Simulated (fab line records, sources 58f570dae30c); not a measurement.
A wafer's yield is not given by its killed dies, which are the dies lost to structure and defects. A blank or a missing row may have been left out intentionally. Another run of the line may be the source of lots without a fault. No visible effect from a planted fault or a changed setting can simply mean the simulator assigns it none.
Which of the tools did it? ; flow berkeleyCmos170 ; Sampling: 14 lots, 40 wafers, 5 of 331 route steps

== WHAT THE GAUGES SHOWED, per wafer ==
UCB170_PSD_OVL_MEAS_07.
lot;measured;on;PSD_OVL (nm)
L991;day 6 16:34;overlay-02;4 -2 1
L994;day 6 17:16;overlay-02;-2 -1 2
L992;day 6 17:23;overlay-01;4 -1 6
L996;day 7 00:23;overlay-01;3 6 -1
L998;day 7 15:14;overlay-01;3 14 2
L997;day 7 15:21;overlay-01;-5 -3 -6
L100;day 8 06:56;overlay-01;5 6 6
L104;day 8 07:47;overlay-01;5 6 -2
L101;day 8 08:07;overlay-02;9 11 7
L105;day 9 05:47;overlay-01;10 9 7
L106;day 9 06:10;overlay-01;1 6 3
L108;day 9 17:26;overlay-02;8 6 6
L109;day 10 09:10;overlay-01;-7
L113;day 11 00:37;overlay-01;5 1 0

UCB170_NSD_CD_MEAS_06: the cd target is 1200 nm.
lot;measured;on;cdNm (nm)
L991;day 6 18:16;cdSem-02;1198.3 1197.0 1198.3
L994;day 6 18:55;cdSem-02;1200.5 1201.0 1200.1
L992;day 6 19:17;cdSem-02;1199.1 1200.0 1199.3
L996;day 7 02:56;cdSem-02;1197.9 1196.2 1196.2
L998;day 7 16:47;cdSem-02;1202.0 1202.0 1204.0
L997;day 7 17:07;cdSem-02;1200.3 1200.9 1199.7
L100;day 8 09:07;cdSem-02;1199.0 1200.7 1200.4
L104;day 8 09:41;cdSem-01;1202.1 1202.1 1201.8
L101;day 8 10:09;cdSem-01;1199.8 1199.8 1200.2
L105;day 9 07:12;cdSem-01;1202.6 1200.8 1201.8
L106;day 9 07:40;cdSem-01;1199.4 1200.7 1200.4
L108;day 9 18:57;cdSem-02;1200.2 1202.7 1201.8
L109;day 10 10:46;cdSem-02;1201.9
L113;day 11 02:06;cdSem-02;1200.3 1199.6 1201.0

UCB170_V1_THK_MEAS_01.
lot;measured;on;V1_TEOS_THK (nm)
L991;day 7 04:51;filmMetro-04;2028 2002 2033
L994;day 7 07:26;filmMetro-04;1965 2026 2048
L992;day 7 07:26;filmMetro-02;1965 1976 2004
L996;day 7 17:21;filmMetro-02;2022 2015 2012
L998;day 8 06:37;filmMetro-02;1976 2057 2007
L997;day 8 14:43;filmMetro-04;1990 2004 2001
L100;day 9 00:29;filmMetro-01;1981 2009 2023
L104;day 9 00:43;filmMetro-01;2029 2025 2018
L101;day 9 00:32;filmMetro-04;2005 2012 2012
L105;day 9 21:44;filmMetro-04;2023 2014 2067
L106;day 9 21:44;filmMetro-01;1991 2029 2022
L108;day 10 08:10;filmMetro-04;2000 1931 1996
L109;day 11 04:38;filmMetro-01;2149
L113;day 11 21:44;filmMetro-04;2155 1995 2205

== WHICH TOOL RAN EACH LOT (tool, then ch and the chambers of the sampled wafers, then the start) ==
lot;UCB170_CONTACT_STRIP_19;UCB170_V1_CVD_00
L991;plasmaAsher-02 ch 0,1, day 7 00:59;pecvd-03 ch 0,2, day 7 04:41
L994;plasmaAsher-04 ch 0,1, day 7 02:37;pecvd-03 ch 0,1,2, day 7 07:16
L992;plasmaAsher-03 ch 0,1, day 7 02:12;pecvd-02 ch 0,2, day 7 07:16
L996;plasmaAsher-03 ch 0,1, day 7 11:07;pecvd-03 ch 0,1,2, day 7 17:12
L998;plasmaAsher-03 ch 0,1, day 8 00:00;pecvd-02 ch 1,2, day 8 06:27
L997;plasmaAsher-04 ch 0,1, day 8 05:38;pecvd-03 ch 0,1,2, day 8 14:33
L100;plasmaAsher-02 ch 0,1, day 8 15:39;pecvd-02 ch 1,2, day 9 00:14
L104;plasmaAsher-04 ch 0,1, day 8 18:22;pecvd-02 ch 1,2, day 9 00:28
L101;plasmaAsher-02 ch 0,1, day 8 18:43;pecvd-03 ch 0,1,2, day 9 00:23
L105;plasmaAsher-04 ch 0,1, day 9 14:14;pecvd-04 ch 1,2, day 9 21:34
L106;plasmaAsher-03 ch 0,1, day 9 16:25;pecvd-03 ch 0,1, day 9 21:34
L108;plasmaAsher-03 ch 0,1, day 10 01:47;pecvd-02 ch 0,1, day 10 08:01
L109;plasmaAsher-03 ch 1, day 10 22:14;pecvd-02 ch 0, day 11 04:31
L113;plasmaAsher-02 ch 0,1, day 11 15:23;pecvd-02 ch 0,1, day 11 21:35
- UCB170_CONTACT_STRIP_19: strips in O2.
- UCB170_V1_CVD_00: deposits SiO2 from TEOS/O2, target thk 2000 nm, time 250 s.

== AS READ BY THE TOOLS THEMSELVES (means over the sampled wafers that have a number; for cases with no such wafer, the mark the record gives instead) ==
UCB170_CONTACT_STRIP_19.
lot;tool;drypumpMotorCurrentA (A);oesProductAu (a.u.)
L991;plasmaAsher-02;6.02;0.723
L994;plasmaAsher-04;5.93;0.725
L992;plasmaAsher-03;5.92;0.724
L996;plasmaAsher-03;5.83;0.725
L998;plasmaAsher-03;5.83;0.731
L997;plasmaAsher-04;5.95;0.721
L100;plasmaAsher-02;5.97;0.725
L104;plasmaAsher-04;6.08;0.724
L101;plasmaAsher-02;6.02;0.723
L105;plasmaAsher-04;6.07;0.725
L106;plasmaAsher-03;5.81;0.726
L108;plasmaAsher-03;5.91;0.729
L109;plasmaAsher-03;5.72;0.723
L113;plasmaAsher-02;6.02;0.725

UCB170_V1_CVD_00.
lot;tool;heaterPowerW (W);rfFwdPowerW (W)
L991;pecvd-03;255;546.9
L994;pecvd-03;236;548.1
L992;pecvd-02;321;550.2
L996;pecvd-03;240;549.6
L998;pecvd-02;338;548.0
L997;pecvd-03;246;548.8
L100;pecvd-02;325;548.3
L104;pecvd-02;321;547.8
L101;pecvd-03;227;546.3
L105;pecvd-04;293;549.1
L106;pecvd-03;189;547.9
L108;pecvd-02;238;547.3
L109;pecvd-02;152;769.8
L113;pecvd-02;213;694.1

== THE ANSWER, worked out from the rows above alone ==
Rule: what is usual is taken from the lots themselves. The widest of any qualifying gaps counts: lots, ordered by their means at a reading, are off when they make up no more than a third of the lots, leave a main group of 4 or more, and stand apart from it by 3 or more times the standard deviation of that group's means. If all means in a main group match to the digits the tables above print for the reading, that group is not used. Also off: a lot with no number at a reading for which 4 or more lots have one. Where the step has rows for the other lots, those lots are counted as sound. After the gauges, taken in route order, come the tools' own readings; for these a lot's mean is taken, as printed above. The first step at which some lot is off is used, and at that step the reading that is off furthest; a lot without a number counts as furthest.
Off: L109, L113, seen at UCB170_V1_THK_MEAS_01 (V1_TEOS_THK). The main group: mean 2009 nm, standard deviation 16.
A tool fits if, at a process step before that reading, it ran every lot that is off, and no sound lot after the first of them. Not tried: the gauges at UCB170_V1_THK_MEAS_01; whatever is off there is also off at UCB170_V1_CVD_00, on other tools, and gauge error can't account for it. One fits: UCB170_V1_CVD_00 on pecvd-02. A fault onset in the window from L108 (day 10 08:01, its last sound lot) to L109 (day 11 04:31, its first lot off) fits.
On the lots that are off, the tool's own readings at UCB170_V1_CVD_00 differ by more than 5 times the standard deviation of the sound lots' means, which bears it out; rfFwdPowerW reads 732.0 W there versus 548.2 W on the sound lots.

== WHAT THE SIMULATOR HAD INSERTED ==
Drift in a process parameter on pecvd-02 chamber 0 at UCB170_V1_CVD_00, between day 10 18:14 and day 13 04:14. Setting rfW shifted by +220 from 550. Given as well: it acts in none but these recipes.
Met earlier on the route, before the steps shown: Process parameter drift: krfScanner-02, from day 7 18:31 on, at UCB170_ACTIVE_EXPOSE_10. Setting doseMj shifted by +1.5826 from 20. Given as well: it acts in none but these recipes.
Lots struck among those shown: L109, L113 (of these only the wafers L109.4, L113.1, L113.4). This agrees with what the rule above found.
